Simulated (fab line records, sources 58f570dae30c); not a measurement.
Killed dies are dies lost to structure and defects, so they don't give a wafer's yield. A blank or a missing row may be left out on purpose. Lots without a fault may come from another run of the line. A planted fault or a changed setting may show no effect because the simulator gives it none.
One fault seen from 2 desks | flow berkeley_cmos170 | each desk has only its own numbers; what lay behind them comes last

THE METROLOGY DESK
What the gauges read, lot by lot, whatever tool the lot ran on: means of the sampled wafers that have a number. A lot is out of limits, marked OUT, if its mean lies more than 4 standard deviations from the usual mean; the brackets give that distance.
Columns: A = INCOMING_BOW at UCB170_START_BOW_MEAS_00, usual 0 um; B = GATE_POLY_THK at UCB170_GATE_THK_MEAS_05, usual 213.7 nm
lot  | first seen here | A  | B
L592 | day 1 15:00     | -1 | 217.0
L593 | day 1 20:00     | 2  | 210.1
L594 | day 2 01:00     | 4  | 213.0
L595 | day 2 06:01     | 3  | 215.2
L597 | day 2 16:02     | -2 | 212.1
L598 | day 2 21:01     | -2 | 215.0
L599 | day 3 02:01     | -3 | 218.1
L601 | day 3 12:00     | 4  | 212.0
L602 | day 3 17:01     | -1 | 213.3
L604 | day 4 03:00     | -2 | 211.5
L605 | day 4 08:02     | 16 | 214.0
L610 | day 5 09:02     | 4  | 166.5 (-21) OUT
L611 | day 5 14:00     | -3 | 170.8 (-19) OUT
L612 | day 5 19:02     | 6  | 172.8 (-18) OUT
L614 | day 6 05:00     | -0 | 215.7
This desk's finding: out of limits on L610, L611, L612; first on L611, day 10 03:59 (GATE_POLY_THK at UCB170_GATE_THK_MEAS_05). In limits: L592, L593, L594, L595, L597, L598, L599, L601, L602, L604, L605, L614.

THE TOOL OWNER'S DESK: lpcvd-02
The tool's own readings at UCB170_GATE_CVD_04 (deposits poly-Si from SiH4, time 1440 s, target thk 214 nm): means of the sampled wafers that have a number, for each lot that ran on this tool. A lot is out of limits, marked OUT, if its mean lies more than 4 standard deviations from the usual mean; the brackets give that distance.
Columns: A = sih4_flow_sccm at UCB170_GATE_CVD_04, usual 120.0 sccm; B = spike_tc_centre_C at UCB170_GATE_CVD_04, usual 612.3 C; C = susceptor_temp_C at UCB170_GATE_CVD_04, usual 609.99 C
lot  | first seen here | A              | B     | C
L592 | day 5 18:11     | 119.7          | 615.3 | 609.66
L598 | day 7 03:07     | 119.8          | 610.2 | 610.12
L599 | day 7 03:07     | 120.1          | 610.6 | 609.80
L604 | day 8 00:22     | 120.0          | 615.1 | 610.31
L610 | day 10 02:35    | 96.1 (-65) OUT | 615.2 | 609.76
L611 | day 10 02:35    | 96.3 (-64) OUT | 610.9 | 610.00
L612 | day 10 02:35    | 95.7 (-66) OUT | 610.3 | 610.13
This desk's finding: out of limits on L610, L611, L612; first on L610, day 10 02:35 (sih4_flow_sccm at UCB170_GATE_CVD_04). In limits: L592, L598, L599, L604.

PUT TOGETHER
The tool owner's desk could have raised an alarm at day 10 02:35, on L610, L611, L612.
The metrology desk could have raised an alarm at day 10 03:59, on L610, L611, L612.
Of the lots named, all ran UCB170_GATE_CVD_04 on lpcvd-02.

WHAT THE SIMULATOR HAD PUT IN
Process parameter drift: lpcvd-02, from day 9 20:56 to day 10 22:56, at UCB170_GATE_CVD_04. Setting sih4_flow_sccm, moved by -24, from 120. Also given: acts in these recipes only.
Lots struck among those shown: L610, L611, L612.
Hours from the fault's start to each desk's first reading out of limits: the tool owner's desk, 6; the metrology desk, 7.
